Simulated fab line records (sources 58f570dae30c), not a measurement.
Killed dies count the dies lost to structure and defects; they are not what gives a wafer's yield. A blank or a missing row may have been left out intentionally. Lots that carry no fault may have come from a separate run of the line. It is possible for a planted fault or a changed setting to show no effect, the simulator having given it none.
Problem report, 8D (eight disciplines) form, completed by code -- flow berkeley-cmos170 -- the parts of the form that need people (team, actions taken, sign-off) are left out

1. WHAT IS WRONG
Mean PLDD_RS at UCB170_SDANNEAL_RS_MEAS_04: 939.8 ohm/sq over 6 wafers in 2 lots; fault-free wafers: 1031.9 ohm/sq, standard deviation 2.4. That is -38 standard deviations from the usual mean.
The step: measures by four-point-probe.
Seen first at day 10 15:20 on film-metro-02, wafer L175.2. The record holds 42 wafers of 14 lots with a number at this step. Rule for "out", or "out of limits": more than 4 standard deviations from the usual mean. All remaining wafers that have a number are taken as sound.

2. WHAT THIS IS AND IS NOT
question,is,is not
which readings at this step,PLDD_RS,-
which lots,"L174, L175","L163, L164, L165, L166, L167, L172, L178, L179, L182, L184, L185, L186"
which wafers of those lots,all that have a number,-
read on which gauges,"film-metro-02, film-metro-03",film-metro-04
when,from day 10 15:20,"up to then (18 sound wafers); but 18 sound wafers of L178, L179, L182, L184, L185, L186 came after"

3. THE SUSPECTS, EACH WITH WHAT RULES IT OUT
Counting: a tool at any process step up to the reading remains a suspect when it ran all the lots that are out and ran no sound lot after the first of those.
- the gauge at UCB170_SDANNEAL_RS_MEAS_04 has been ruled out. 2 gauges (film-metro-02, film-metro-03) read the wafers that are out.
- furnace-02 at UCB170_SPACER_ANNEAL_02 (time 1800 s): kept. Every lot that is out went through it, starting with L174 (day 10 04:43), and after that it ran no sound lot; the last sound lot it ran before then is L164 (day 8 12:49). Out on those wafers are its own readings of spike-tc-centre-C, spike-tc-load-C, spike-tc-source-C, tube-center-temp-C, tube_center_temp_C_max, zone-power-load-pct.
After counting, what remains is furnace-02 at UCB170_SPACER_ANNEAL_02.

4. THE CAUSE (what the simulator had put in)
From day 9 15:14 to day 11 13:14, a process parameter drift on furnace-02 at UCB170_SPACER_ANNEAL_02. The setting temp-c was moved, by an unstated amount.
This tool alone remained once counting was done.

5. SEQUENCE OF EFFECTS, ordered by route
Each row: a reading where the mean over the struck wafers with a number is more than 3 standard deviations away from the usual. Only readings whose record carries a usual standard deviation are examined. hours: median over the lots of the time between each lot's start at the first step of this table that gives one and its start at this step. sigmas: the change, counted in usual standard deviations.
hours,step,reading,usual,on struck wafers,change,sigmas
0,UCB170_SPACER_ANNEAL_02,spike-tc-centre-C,902.2 C,932.5,+30.2,+30
0,UCB170_SPACER_ANNEAL_02,spike-tc-load-C,925.2 C,954.5,+29.2,+24
0,UCB170_SPACER_ANNEAL_02,spike-tc-source-C,925.7 C,952.6,+26.9,+9.0
0,UCB170_SPACER_ANNEAL_02,tube-center-temp-C,899.99 C,929.97,+29.98,+99 or more
0,UCB170_SPACER_ANNEAL_02,tube_center_temp_C_max,902.3,932.1,+29.8,+73
0,UCB170_SPACER_ANNEAL_02,zone-power-load-pct,26.8 %,28.7,+1.9,+5.8
11,UCB170_SDANNEAL_RS_MEAS_04,PLDD_RS,1031.9 ohm/sq,939.8,-92.2,-38
15,UCB170_SDANNEAL_RS_MEAS_05,NLDD_RS,616.3 ohm/sq,608.7,-7.6,-5.4
Here are the process steps it includes:
- UCB170_SPACER_ANNEAL_02: time 1800 s.
Later steps that measure or inspect, where all struck wafers having a row at the step show a number for every such reading and not one has moved that far: UCB170_V1_THK_MEAS_01.

6. WHAT WOULD HAVE CAUGHT IT SOONER
The first out-of-limits reading at a measuring or inspecting step in this record came at day 10 15:20, 24 hours after the fault's start at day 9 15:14.
At UCB170_SPACER_ANNEAL_02, the tool's own readings (spike-tc-centre-C, spike-tc-load-C, spike-tc-source-C, tube-center-temp-C, tube_center_temp_C_max, zone-power-load-pct) were out on each struck wafer the step has a row for, so an alarm limit on them would have fired on the first such wafer.
By day 10 15:20 the whole set of lots that are out, 2 in number, had already begun UCB170_SPACER_ANNEAL_02 on furnace-02. Tool hold at that time: it would have spared none of them.
